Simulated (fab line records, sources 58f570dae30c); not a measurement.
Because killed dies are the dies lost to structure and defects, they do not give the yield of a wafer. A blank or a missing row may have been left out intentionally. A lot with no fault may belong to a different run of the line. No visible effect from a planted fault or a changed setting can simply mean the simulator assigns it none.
A single fault, viewed from 2 desks    flow berkeley cmos170    every desk sees just its own numbers, and what lay behind them comes last

== AT THE METROLOGY DESK ==
What the gauges read, lot by lot, whatever tool the lot ran on: means of the sampled wafers that have a number. The brackets show how far a lot's mean lies from the usual mean; more than 4 standard deviations puts the lot out of limits, marked OUT.
Columns: A = PFIELD_TW at UCB170_PFIELD_TW_MEAS_09, usual 609; B = FIELD_OXIDE_LEFT_1_THK at UCB170_FIELD_THK_MEAS_90, usual 437 nm; C = PLDD_RS at UCB170_SDANNEAL_RS_MEAS_04, usual 1033.4 ohm/sq
lot   first seen here  A    B    C
L188  day 4 16:32      599  440  1033.5
L189  day 5 12:32      607  451  1030.1
L191  day 5 13:29      608  450  1033.6
L196  day 6 14:31      600  447  952.6 (-34) OUT
L197  day 7 03:59      608  413  955.2 (-33) OUT
L200  day 7 04:16      599  420  1035.2
L198  day 7 04:32      618  429  1036.4
L202  day 7 15:32      616  434  1030.4
L204  day 7 16:30      616  432  1035.5
L203  day 7 17:29      617  411  1034.3
L206  day 8 03:20      621  431  1032.1
L209  day 8 10:26      607  444  1034.4
L208  day 8 10:57      618  455  1034.6
L210  day 8 22:09      606  432  1034.0
Finding of this desk: L196, L197 out of limits, first seen on L196 at day 9 05:10 (PLDD_RS at UCB170_SDANNEAL_RS_MEAS_04). L188, L189, L191, L200, L198, L202, L204, L203, L206, L209, L208, L210 stayed within limits.

== THE TOOL OWNER'S DESK: implanter-02 ==
The tool's own readings at UCB170_PLDD_IMPLANT_08, given as means over the sampled wafers that have a number, one for each lot that went through this tool. The brackets show how far a lot's mean lies from the usual mean; more than 4 standard deviations puts the lot out of limits, marked OUT.
Columns: A = beam on s at UCB170_PLDD_IMPLANT_08, usual 10.01 s; B = end station pressure torr at UCB170_PLDD_IMPLANT_08, usual 5.1e-06 Torr; C = faraday current uA at UCB170_PLDD_IMPLANT_08, usual 158.4; D = rotation deg at UCB170_PLDD_IMPLANT_08, usual 0.001 degrees
lot   first seen here  A                B                          C                 D
L191  day 7 08:07      9.97             5.4e-06                    159.2             0.025
L196  day 8 13:32      12.08 (+11) OUT  9.6e-05 (+99 or more) OUT  132.5 (-8.9) OUT  0.004
L197  day 8 23:59      12.15 (+11) OUT  9.7e-05 (+99 or more) OUT  132.1 (-9.1) OUT  -0.018
This desk's finding: out of limits on L196, L197; first on L196, day 8 13:32 (beam on s at UCB170_PLDD_IMPLANT_08). L191 stayed within limits.

== PUT TOGETHER ==
The tool owner's desk could have raised an alarm at day 8 13:32, on L196, L197.
At day 9 05:10 the metrology desk could have sounded an alarm, on L196, L197.
Every lot named ran UCB170_PLDD_IMPLANT_08 on implanter-02.

== WHAT THE SIMULATOR PUT IN ==
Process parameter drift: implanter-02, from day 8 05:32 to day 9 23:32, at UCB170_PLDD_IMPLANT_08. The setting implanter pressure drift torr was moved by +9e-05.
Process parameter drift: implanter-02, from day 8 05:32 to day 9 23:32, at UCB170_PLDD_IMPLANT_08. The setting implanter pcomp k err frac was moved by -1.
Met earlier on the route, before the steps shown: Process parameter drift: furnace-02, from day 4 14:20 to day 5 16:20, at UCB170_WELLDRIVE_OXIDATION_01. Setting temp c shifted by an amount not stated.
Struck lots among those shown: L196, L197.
Fault start to first reading out of limits, in hours, per desk: tool owner, 8; metrology, 24.
